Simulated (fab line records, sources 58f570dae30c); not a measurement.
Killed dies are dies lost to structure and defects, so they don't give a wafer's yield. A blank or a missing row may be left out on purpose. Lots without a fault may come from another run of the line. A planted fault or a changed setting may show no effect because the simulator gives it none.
One fault seen from 2 desks | flow berkeley_cmos170 | each desk has only its own numbers; what lay behind them comes last

THE TOOL OWNER'S DESK: rie_metal-03
The tool's own readings at UCB170_M1_METAL_ETCH_12 (etches Al in Cl2/BCl3, stops on PSG, target depth 780 nm, time 130 s): means of the sampled wafers that have a number, for each lot that ran on this tool. A lot is out of limits, marked OUT, if its mean lies more than 4 standard deviations from the usual mean; the brackets give that distance.
Columns: A = drypump_motor_current_A at UCB170_M1_METAL_ETCH_12, usual 5.8 A; B = oes_product_au at UCB170_M1_METAL_ETCH_12, usual 0.847 a.u.; C = throttle_valve_pct at UCB170_M1_METAL_ETCH_12, usual 24.36 %
lot  | first seen here | A   | B     | C
L875 | day 7 16:11     | 5.8 | 0.845 | 24.43
L876 | day 8 01:08     | 5.3 | 0.839 | 24.39
L879 | day 8 11:35     | 5.3 | 0.800 | 24.42
L882 | day 9 14:26     | 5.8 | 0.821 | 24.43
L895 | day 11 20:59    | 5.7 | 0.855 | 24.43
This desk's finding: nothing out of limits on any of the 5 lots.

THE METROLOGY DESK
What the gauges read, lot by lot, whatever tool the lot ran on: means of the sampled wafers that have a number. A lot is out of limits, marked OUT, if its mean lies more than 4 standard deviations from the usual mean; the brackets give that distance.
Columns: A = cd_nm at UCB170_M1_CD_MEAS_90, usual 699.8 nm; B = M2_AL_RS at UCB170_M2_RS_MEAS_02, usual 0.0321 ohm/sq
lot  | first seen here | A                | B
L872 | day 7 00:31     | 696.8            | 0.0316
L875 | day 7 16:25     | 701.8            | 0.0321
L876 | day 8 01:27     | 699.8            | 0.0319
L877 | day 8 01:43     | 699.5            | 0.0318
L878 | day 8 11:45     | 698.9            | 0.0321
L879 | day 8 11:56     | 708.2 (+4.7) OUT | 0.0317
L882 | day 9 14:54     | 706.9            | -
L883 | day 9 15:07     | 698.1            | 0.0324
L887 | day 10 02:02    | 697.1            | 0.0324
L890 | day 10 12:14    | 698.6            | 0.0319
L891 | day 11 09:06    | 701.0            | 0.0323
L892 | day 11 10:23    | 700.3            | 0.0321
L894 | day 11 19:25    | 700.3            | 0.0323
L895 | day 11 21:14    | 699.1            | 0.0320
This desk's finding: out of limits on L879; first on L879, day 8 11:56 (cd_nm at UCB170_M1_CD_MEAS_90). In limits: L872, L875, L876, L877, L878, L882, L883, L887, L890, L891, L892, L894, L895.

PUT TOGETHER
The metrology desk could have raised an alarm at day 8 11:56, on L879.
The tool owner's desk saw nothing out of limits.
The tool owner's desk has L879 on record, within its limits.
Of the lots named, all ran UCB170_M1_METAL_ETCH_12 on rie_metal-03.

WHAT THE SIMULATOR HAD PUT IN
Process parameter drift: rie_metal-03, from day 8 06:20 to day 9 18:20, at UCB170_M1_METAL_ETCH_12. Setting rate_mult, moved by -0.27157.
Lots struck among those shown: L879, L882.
Hours from the fault's start to each desk's first reading out of limits: the metrology desk, 6.
